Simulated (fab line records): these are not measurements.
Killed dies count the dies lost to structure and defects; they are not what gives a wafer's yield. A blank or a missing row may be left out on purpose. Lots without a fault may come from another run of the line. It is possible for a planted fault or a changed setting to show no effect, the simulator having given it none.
2 desks looking at one fault	flow berkeleyCmos170	every desk sees just its own numbers, and what lay behind them comes last

## THE METROLOGY DESK
Means of the sampled wafers that have a number, per lot and without regard to the tool the lot ran on: this is what the gauges read. A lot is out of limits, marked OUT, if its mean lies more than 4 standard deviations from the usual mean; the brackets give that distance.
Columns: A = M1_AL_RS at UCB170_M1_RS_MEAS_01, usual 0.0475 ohm/sq; B = M3_AL_THK at UCB170_M3_THK_MEAS_03, usual 883 nm
lot	first seen here	A	B
L239	day 6 20:17	0.0477	887
L240	day 6 23:23	0.0472	898
L238	day 6 23:39	0.0470	894
L237	day 6 23:57	0.0478	866
L243	day 7 17:07	0.0473	874
L241	day 7 18:17	0.0464	903
L245	day 8 02:19	0.0472	877
L244	day 8 02:59	0.0481	884
L246	day 8 18:47	0.0487	921
L249	day 8 23:46	0.0470	883
L250	day 9 01:48	0.0476	878
L251	day 9 22:59	0.0475	896
L256	day 11 04:11	0.0476	883
L259	day 11 09:44	0.0482	891
Finding of this desk: none of the 14 lots has anything out of limits.

## FOR THE TOOL OWNER'S DESK: pecvd-04
The tool's own readings at UCB170_V1_CVD_00 (deposits SiO2 from TEOS/O2, target thk 2000 nm, time 250 s): means of the sampled wafers that have a number, for each lot that ran on this tool. A lot is out of limits, marked OUT, if its mean lies more than 4 standard deviations from the usual mean; the brackets give that distance.
Columns: A = heaterPowerW at UCB170_V1_CVD_00, usual 290 W
lot	first seen here	A
L240	day 7 05:55	276
L243	day 8 01:28	285
L245	day 8 10:43	259
L250	day 9 05:12	296
L251	day 10 04:44	276
Finding of this desk: none of the 5 lots has anything out of limits.

## ALL TOGETHER
The metrology desk saw nothing out of limits.
The tool owner's desk saw nothing out of limits.

## WHAT THE SIMULATOR HAD INSERTED
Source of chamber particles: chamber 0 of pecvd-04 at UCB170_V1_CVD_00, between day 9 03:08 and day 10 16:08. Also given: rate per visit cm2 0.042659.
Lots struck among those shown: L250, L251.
